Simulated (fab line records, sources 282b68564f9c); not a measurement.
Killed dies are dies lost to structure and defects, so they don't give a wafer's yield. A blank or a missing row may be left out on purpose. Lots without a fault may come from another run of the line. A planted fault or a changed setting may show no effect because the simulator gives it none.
Problem report in the 8D (eight disciplines) form, filled by code | flow rit_cmos | the parts of the form that need people (team, actions taken, sign-off) are left out

1. THE PROBLEM
PSD_RS at RIT_SDANNEAL_RS_MEAS_04 reads a mean of 113.42 ohm/sq on 6 wafers of 2 lots; wafers without a fault read 116.15 ohm/sq with a standard deviation of 0.28. That is -9.8 standard deviations from the usual mean.
The step: measures by four-point-probe.
First seen on wafer L483.2, day 6 05:30, on film_metro-01. The record holds 42 wafers of 14 lots with a number at this step. Rule for "out", or "out of limits": more than 4 standard deviations from the usual mean. The other wafers with a number count as sound.

2. WHAT IT IS AND WHAT IT IS NOT
question                    | is                           | is not
which readings at this step | PSD_RS                       | -
which lots                  | L483, L485                   | L470, L471, L472, L473, L474, L475, L476, L481, L487, L489, L491, L493
which wafers of those lots  | all that have a number       | -
read on which gauges        | film_metro-01, film_metro-03 | film_metro-04
when                        | from day 6 05:30             | up to then (24 sound wafers); but 12 sound wafers of L487, L489, L491, L493 came after

3. SUSPECTS, AND WHAT RULES EACH OUT
Counting: a tool at a process step up to the reading stays a suspect if it ran every lot that is out and no sound lot after the first of them.
- the gauge at RIT_SDANNEAL_RS_MEAS_04: ruled out. The wafers that are out were read on 2 gauges (film_metro-01, film_metro-03).
- rtp_anneal-02 at RIT_SDANNEAL_RTA_03 (time 5 s): kept. It ran every lot that is out, first L483 (day 6 05:26), and no sound lot after that; its last sound lot up to then is L481 (day 5 15:17).
Left after counting: rtp_anneal-02 at RIT_SDANNEAL_RTA_03.

4. THE CAUSE (what the simulator had put in)
Process parameter drift: rtp_anneal-02, from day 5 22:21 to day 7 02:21, at RIT_SDANNEAL_RTA_03. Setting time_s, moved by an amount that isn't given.
Counting left only this tool.

5. THE CHAIN OF EFFECTS, in route order
Each row: a reading whose mean over the struck wafers that have a number lies more than 3 standard deviations from the usual. Only readings for which the record gives a usual standard deviation are gone through. hours: the time from each lot's start at the first step in this table that gives one to its start at this step, as a median over the lots. sigmas: the change in usual standard deviations.
hours | step                    | reading | usual         | on struck wafers | change | sigmas
0     | RIT_SDANNEAL_RS_MEAS_04 | PSD_RS  | 116.15 ohm/sq | 113.42           | -2.73  | -9.8
0     | RIT_SDANNEAL_RS_MEAS_06 | PLDD_RS | 178.5 ohm/sq  | 175.8            | -2.7   | -5.6

6. WHAT WOULD HAVE CAUGHT IT SOONER
In this record the first reading out of limits at a measuring or inspecting step was taken at day 6 05:30, 7 hours after the fault began at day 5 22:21.
Of the tool readings at RIT_SDANNEAL_RTA_03 for which the record gives a usual standard deviation, none was out on any struck wafer, so an alarm limit of 4 standard deviations on them would not have fired.
Of the lots that are out (2), L485 began RIT_SDANNEAL_RTA_03 on rtp_anneal-02 after day 6 05:30. A hold on the tool at that time would have spared it.
